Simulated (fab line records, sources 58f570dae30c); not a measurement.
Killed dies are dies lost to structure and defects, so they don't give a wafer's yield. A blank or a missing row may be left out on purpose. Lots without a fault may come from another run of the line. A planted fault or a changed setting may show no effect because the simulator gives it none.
Which tool did it? | flow berkeley_cmos170 | 12 lots, 36 wafers sampled, at 2 steps of a route of 331

WHAT THE GAUGES READ, wafer by wafer
UCB170_V1_OVL_MEAS_13.
lot  | measured     | on         | V1_OVL (nm)
L326 | day 8 08:31  | overlay-02 | -3 -10 -7
L323 | day 8 08:53  | overlay-02 | -1 1 7
L322 | day 8 10:25  | overlay-01 | -4 3 0
L325 | day 8 19:14  | overlay-01 | 3 3 -4
L324 | day 8 19:55  | overlay-02 | -3 -2 -2
L328 | day 9 08:58  | overlay-02 | 0 11 5
L336 | day 10 22:23 | overlay-01 | 11 1 7
L332 | day 10 23:01 | overlay-01 | -6 -9 -6
L340 | day 11 18:22 | overlay-02 | 1 -8 6
L341 | day 11 19:46 | overlay-01 | 8 5 2
L343 | day 12 08:10 | overlay-01 | -6 -7 -10
L344 | day 12 19:46 | overlay-01 | -10 0 -1

WHICH TOOL RAN EACH LOT (tool, then ch and the chambers of the sampled wafers, then the start)
lot  | UCB170_V1_CMP_02
L326 | cmp-01 ch 0,3, day 8 04:39
L323 | cmp-02 ch 0,1,2, day 8 06:06
L322 | cmp-01 ch 1,2,3, day 8 07:32
L325 | cmp-02 ch 2,3, day 8 13:40
L324 | cmp-01 ch 0,3, day 8 14:59
L328 | cmp-02 ch 0,1, day 9 07:20
L336 | cmp-02 ch 0,1, day 10 20:19
L332 | cmp-02 ch 0,1,2, day 10 20:37
L340 | cmp-01 ch 0,1, day 11 16:38
L341 | cmp-02 ch 1,2,3, day 11 18:01
L343 | cmp-01 ch 0,1,2, day 12 06:02
L344 | cmp-01 ch 0,1, day 12 18:08
- UCB170_V1_CMP_02: polishes SiO2.

WHAT THE TOOLS THEMSELVES READ (means of the sampled wafers that have a number; where no wafer has one, the mark that the record gives instead)
UCB170_V1_CMP_02.
lot  | tool   | edge_zone_pressure_frac | motor_current_A (A)
L326 | cmp-01 | 1.003                   | 16.1
L323 | cmp-02 | 1.000                   | 15.7
L322 | cmp-01 | 1.000                   | 17.9
L325 | cmp-02 | 1.007                   | 16.4
L324 | cmp-01 | 1.000                   | 15.5
L328 | cmp-02 | 1.001                   | 14.2
L336 | cmp-02 | 0.999                   | 14.2
L332 | cmp-02 | 0.994                   | 15.3
L340 | cmp-01 | 1.006                   | 17.0
L341 | cmp-02 | 0.997                   | 16.0
L343 | cmp-01 | 1.000                   | 16.6
L344 | cmp-01 | 1.002                   | 16.7

THE ANSWER, worked out from the rows above alone
Rule: what is usual is taken from the lots themselves. Put in order of their means at a reading, lots are off if they are a third of the lots or fewer, leave a main group of 4 or more, and stand apart from it by a gap of 3 or more times the standard deviation of the main group's means; of several such gaps the widest counts. A main group whose means are all the same, to the digits that the tables above print for the reading, isn't used. A lot without any number at a reading at which 4 lots or more have one is off too. The other lots that the step has rows for count as sound. The gauges are gone through in route order, then the tools' own readings, and for those a lot's mean is taken as printed above. The first step at which some lot is off is used, and at that step the reading that is off furthest; a lot without a number counts as furthest.
No lot is off at any reading shown: from this, nothing can be told.

WHAT THE SIMULATOR HAD PUT IN
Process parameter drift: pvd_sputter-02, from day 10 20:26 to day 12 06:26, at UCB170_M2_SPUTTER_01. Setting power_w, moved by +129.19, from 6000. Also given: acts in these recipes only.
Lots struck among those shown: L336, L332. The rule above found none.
